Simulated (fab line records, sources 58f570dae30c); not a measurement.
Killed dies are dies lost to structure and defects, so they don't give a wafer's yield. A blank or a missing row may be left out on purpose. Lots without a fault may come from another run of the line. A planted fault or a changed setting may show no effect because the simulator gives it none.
Which tool did it? | flow berkeley_cmos170 | 7 lots, 21 wafers sampled, at 1 step of a route of 331

WHAT THE GAUGES READ, wafer by wafer
UCB170_PWELL_TW_MEAS_17.
lot  | measured    | on            | PWELL_TW
L656 | day 3 04:22 | film_metro-01 | 379 381 378
L659 | day 3 20:17 | film_metro-04 | 379 378 380
L662 | day 4 18:52 | film_metro-03 | 376 372 373
L669 | day 6 00:38 | film_metro-01 | 378 379 378
L671 | day 6 09:47 | film_metro-04 | 375 375 376
L675 | day 7 07:40 | film_metro-04 | 377 378 377
L678 | day 7 19:03 | film_metro-03 | 373 372 372

WHICH TOOL RAN EACH LOT (tool, then ch and the chambers of the sampled wafers, then the start)
The record holds no process step before these readings.

THE ANSWER, worked out from the rows above alone
Rule: what is usual is taken from the lots themselves. Put in order of their means at a reading, lots are off if they are a third of the lots or fewer, leave a main group of 4 or more, and stand apart from it by a gap of 3 or more times the standard deviation of the main group's means; of several such gaps the widest counts. A main group whose means are all the same, to the digits that the tables above print for the reading, isn't used. A lot without any number at a reading at which 4 lots or more have one is off too. The other lots that the step has rows for count as sound.
No lot is off at any reading shown: from this, nothing can be told.

WHAT THE SIMULATOR HAD PUT IN
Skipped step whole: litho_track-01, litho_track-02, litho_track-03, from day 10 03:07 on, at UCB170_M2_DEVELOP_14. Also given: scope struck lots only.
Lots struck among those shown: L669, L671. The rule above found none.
